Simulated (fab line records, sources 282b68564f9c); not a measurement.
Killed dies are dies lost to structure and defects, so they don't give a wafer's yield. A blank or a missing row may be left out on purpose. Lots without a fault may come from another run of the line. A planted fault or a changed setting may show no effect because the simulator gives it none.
fab line records | flow rit_cmos
record lots=6 wafers=18 last_day=7
route steps=202 shown PLDD@118 SPACER@125
lots that met no fault: from a run of the same line without faults
start_h: hours from the record's first day to the start of the lot's first wafer shown | wait_h: hours since the lot's step before | " the same as in the row above | L1.1+2: a row that stands for several wafers | - no value, or no start given | * or withheld: withheld | < > ~ a bound
route shown NAME@n: a module of which the file shows steps, and the number in the route of the first | usual: mean/standard deviation of fault-free wafers | same: alike in all rows | chamber/n: place in a boat | sites: the reading at each site | _std_site: their standard deviation | _edge_site: outer sites' mean less inner sites' | radius_mm: how far each site lies from the wafer's centre | mask NAME#n: copy n | behind: the tool/chamber that last shaped the wafer | hold: why the lot was held/for how many hours/how that ended | device: the transistor (n, p or np) that didn't switch | end of line: the same wafers' tests at the end of the route | a step without rows: its recipe alone | killed: dies lost to structure and defects at the first sort, not the wafer's yield | map: a wafer's dies, x killed, . not, _ none there
set.NAME: the setting as run; set.NAME@STEP: as run at that earlier step | model.NAME: the simulator's own value behind a step, which no gauge read
lots at some steps of the route; a table a step, a row a wafer
services: from which hour (start_h, from the record's first day; less than 0 if before it) a tool's chamber was out of use, for how many hours, and why
## steps
# step RIT_PLDD_PEB_04
# recipe resist=NOVOLAK temp_c=withheld time_s=withheld
# step RIT_PLDD_DEVELOP_05
# recipe resist=NOVOLAK develop_time_s=50 dev_temp_c=23
# step RIT_PLDD_OVL_MEAS_06
# usual PLDD_OVL=-0.2/1.5
# columns lot.wafer tool chamber start_h wait_h PLDD_OVL[nm]
L101.3 overlay-02 - 92.07 - -0.4
L101.4 " - " " -2.3
L101.5 " - " " 0.2
L102.3 overlay-02 - 99.51 - 0.4
L102.5 " - " " -1.8
L102.6 " - " " -1.7
L110.3 overlay-02 - 139.21 - -2.9
L110.5 " - " " -2.3
L110.6 " - " " -1.9
L111.1 overlay-01 - 143.19 - 0.0
L111.4 " - " " 0.6
L111.6 " - " " -1.0
L112.1 overlay-01 - 148.67 - 0.5
L112.2 " - " " 1.1
L112.5 " - " " 0.7
L113.1 overlay-01 - 153.57 - 0.5
L113.3 " - " " 0.9
L113.6 " - " " 2.0
# step RIT_PLDD_HARDBAKE_07
# recipe resist=NOVOLAK temp_c=140 time_s=60
# step RIT_PLDD_IMPLANT_08
# recipe species=BF2 energy_kev=20 dose_cm2=9e+14 tilt_deg=7
# step RIT_PLDD_STRIP_09
# recipe chemistry=O2 time_s=180 resist=NOVOLAK platen_temp_c=withheld power_w=500 pressure_mtorr=4000 o2_flow_sccm=4000
# usual drypump_motor_current_A=5.6/0.46
# columns lot.wafer tool chamber start_h wait_h drypump_motor_current_A rf_hours_counter_h
L101.3 plasma_asher-01 1 92.45 0.1 5.2 -
L101.4 " 0 " " 4.7 -
L101.5 " 1 " " 5.2 -
L102.3 plasma_asher-03 0 99.90 0.1 5.9 -
L102.5 " 0 " " 6.0 -
L102.6 " 1 " " 5.8 -
L110.3 plasma_asher-02 1 139.59 0.1 5.8 -
L110.5 " 1 " " 5.8 -
L110.6 " 0 " " 5.9 -
L111.1 plasma_asher-01 1 143.52 0.1 5.1 50
L111.4 " 1 " " 5.2 -
L111.6 " 1 " " 5.2 -
L112.1 plasma_asher-03 0 149.01 0.1 5.9 49
L112.2 " 1 " " 5.8 49
L112.5 " 0 " " 6.0 -
L113.1 plasma_asher-02 1 153.91 0.1 5.9 4
L113.3 " 1 " " 5.8 -
L113.6 " 1 " " 5.8 -
# step RIT_PLDD_TW_MEAS_10
# usual PLDD_TW=2358/12
# columns lot.wafer tool chamber start_h wait_h PLDD_TW
L101.3 film_metro-03 - 92.59 0.1 2362
L101.4 " - " " 2351
L101.5 " - " " 2360
L102.3 film_metro-01 - 100.03 0.1 2348
L102.5 " - " " 2361
L102.6 " - " " 2359
L110.3 film_metro-04 - 139.73 0.1 2358
L110.5 " - " " 2351
L110.6 " - " " 2367
L111.1 film_metro-01 - 143.70 0.1 2356
L111.4 " - " " 2355
L111.6 " - " " 2371
L112.1 film_metro-04 - 149.19 0.1 2342
L112.2 " - " " 2343
L112.5 " - " " 2345
L113.1 film_metro-03 - 154.08 0.1 2355
L113.3 " - " " 2360
L113.6 " - " " 2353
# step RIT_SPACER_CLEAN_00
# recipe chemistry=SC1 mix=3:3:50 time_s=600 temp_c=75
# step RIT_SPACER_CLEAN_01
# recipe chemistry=dHF dilution=50:1 time_s=30
# step RIT_SPACER_CLEAN_02
# recipe chemistry=SC2 mix=3:3:50 time_s=600 temp_c=75 dry=n2_spin
# step RIT_SPACER_CVD_03
# recipe material=Si3N4 target_thk_nm=250 temp_c=810 precursor=SiH2Cl2/NH3 time_s=3300 pressure_mtorr=300 sih2cl2_flow_sccm=60 nh3_flow_sccm=150
# step RIT_SPACER_THK_MEAS_04
# recipe reads=Si3N4_of_SPACER_CVD_03
# usual SPACER_NITRIDE_THK=249.3/2.4
# columns lot.wafer tool chamber start_h wait_h SPACER_NITRIDE_THK[nm]
L101.3 film_metro-04 - 94.95 0.0 248.8
L101.4 " - " " 248.7
L101.5 " - " " 249.3
L102.3 film_metro-03 - 102.38 0.0 242.9
L102.5 " - " " 244.9
L102.6 " - " " 243.2
L110.3 film_metro-03 - 142.11 0.0 251.7
L110.5 " - " " 248.2
L110.6 " - " " 249.3
L111.1 film_metro-04 - 146.28 0.0 244.9
L111.4 " - " " 245.9
L111.6 " - " " 245.9
L112.1 film_metro-03 - 151.71 0.0 251.1
L112.2 " - " " 248.6
L112.5 " - " " 249.0
L113.1 film_metro-02 - 156.48 0.0 252.3
L113.3 " - " " 248.9
L113.6 " - " " 250.9
# step RIT_SPACER_ETCHBACK_05
# recipe target_depth_a=2500 SF6_flow_sccm=30 CHF3_flow_sccm=30 target=Si3N4 chemistry=SF6/CHF3 pressure_mtorr=40 rf_w=241.3 time_s=240 stop_on=SiO2
# usual CHF3_flow_sccm=29.99/0.092 SF6_flow_sccm=30.01/0.076 drypump_motor_current_A=5.8/0.44 oes_product_au=0.840/0.013 throttle_valve_pct=10.29/0.17
# columns lot.wafer tool chamber start_h wait_h CHF3_flow_sccm SF6_flow_sccm drypump_motor_current_A oes_product_au rf_hours_counter_h throttle_valve_pct model.poly-Si_of_GATE_CVD_08.thk_nm model.Si3N4_of_SPACER_CVD_03.thk_nm model.SiO2_of_FOX2_OXIDATION_00.thk_nm
L101.3 rie_diel-04 1 94.99 0.0 - - - - - - 231.6 248.9 229.9
L101.4 " 3 " " - - - - - - 232.8 248.8 227.6
L101.5 " 2 " " - - - - - - 229.5 249.5 226.1
L102.3 rie_diel-04 1 102.42 0.0 - - - - - - 231.7 243 232.7
L102.5 " 2 " " - - - - - - 229.4 244.8 232.7
L102.6 " 3 " " - - - - - - 233 243.2 235.7
L110.3 rie_diel-01 2 142.15 0.0 29.97 29.97 6.2 0.865 53 10.19 168.6 198.6 175.2
L110.5 " 2 " " 30.01 30.09 6.2 0.853 - 10.19 166.4 195.8 175.1
L110.6 " 3 " " 30.04 29.94 5.5 0.832 - 10.26 169.3 196.5 180.5
L111.1 rie_diel-04 2 146.34 0.1 29.99 30.04 5.4 0.821 8 10.54 166.8 192.5 180.6
L111.4 " 0 " " 29.81 30.13 6.3 0.831 104 10.06 166.5 193.4 181.8
L111.6 " 1 " " 29.97 29.95 6.1 0.831 - 10.01 166.8 193.7 177.7
L112.1 rie_diel-02 0 151.77 0.1 29.91 29.96 5.1 0.851 28 10.29 171.2 198.2 178.3
L112.2 " 1 " " 30.01 29.98 6.4 0.838 4 10.41 170.8 196.2 174.1
L112.5 " 3 " " 29.89 29.93 6.2 0.832 - 10.40 170.2 197.3 177.3
L113.1 rie_diel-01 3 156.54 0.1 30.07 30.12 5.5 0.839 6 10.26 168.2 198.8 199.3
L113.3 " 1 " " 30.03 30.03 5.8 0.831 2 10.31 168 195.9 194.5
L113.6 " 2 " " 30.04 30.03 6.2 0.861 - 10.17 170.4 198.6 194.9
## services
# columns tool chamber start_h hours kind
rie_diel-02 - 71.46 2.8 pm
rie_diel-04 2 78.94 5.8 repair
plasma_asher-02 - 108.75 9.0 pm
plasma_asher-02 0 108.75 9.0 vent_cycle
plasma_asher-02 1 108.75 9.0 vent_cycle
rie_diel-04 3 114.91 13.8 repair
rie_diel-02 3 117.52 - clean
rie_diel-02 3 117.52 15.7 scheduled_down
rie_diel-02 3 117.52 15.7 vent_cycle
plasma_asher-02 0 117.75 - clean
plasma_asher-02 1 117.75 - clean
rie_diel-04 0 123.08 3.4 repair
rie_diel-02 2 126.91 3.8 repair
rie_diel-02 2 136.40 - clean
rie_diel-02 2 136.40 21.3 scheduled_down
rie_diel-02 2 136.40 21.3 vent_cycle
rie_diel-01 0 146.91 - clean
rie_diel-01 0 146.91 17.6 scheduled_down
rie_diel-01 0 146.91 17.6 vent_cycle
rie_diel-04 2 154.73 7.5 repair
## key
first_sign step=RIT_SPACER_ETCHBACK_05 reading=tool_record direction=missing
effect none on later readings
model_effect step=RIT_SPACER_ETCHBACK_05 value=poly-Si_of_GATE_CVD_08.thk_nm without=167.2 struck=231.3
met_at RIT_SPACER_ETCHBACK_05
struck_wafers L101.3,L101.4,L101.5,L102.3,L102.5,L102.6
later_rows_left_out L101.3,L101.4,L101.5,L102.3,L102.5,L102.6
sort_left_out L101.3,L101.4,L101.5,L102.3,L102.5,L102.6
tester_left_out L101,L102
fault kind=skipped_step_whole tool=rie_diel-04 chamber=- onset_h=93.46 steps=RIT_SPACER_ETCHBACK_05 scope=struck_lots_only
# tester_left_out: of these lots the tester's yield and bins aren't shown, on N5 and GAA mostly nor the transistor test; their killed dies are dies lost to structure and defects alone, not to doping, threshold or leakage, so they don't give the yield
# sort_left_out: the simulated sort isn't trusted on such a fault, so these wafers' sort isn't shown, and their yield isn't known
# later_rows_left_out: the simulator's readings of these wafers behind a module that went badly wrong aren't trusted and aren't shown, but for the sort
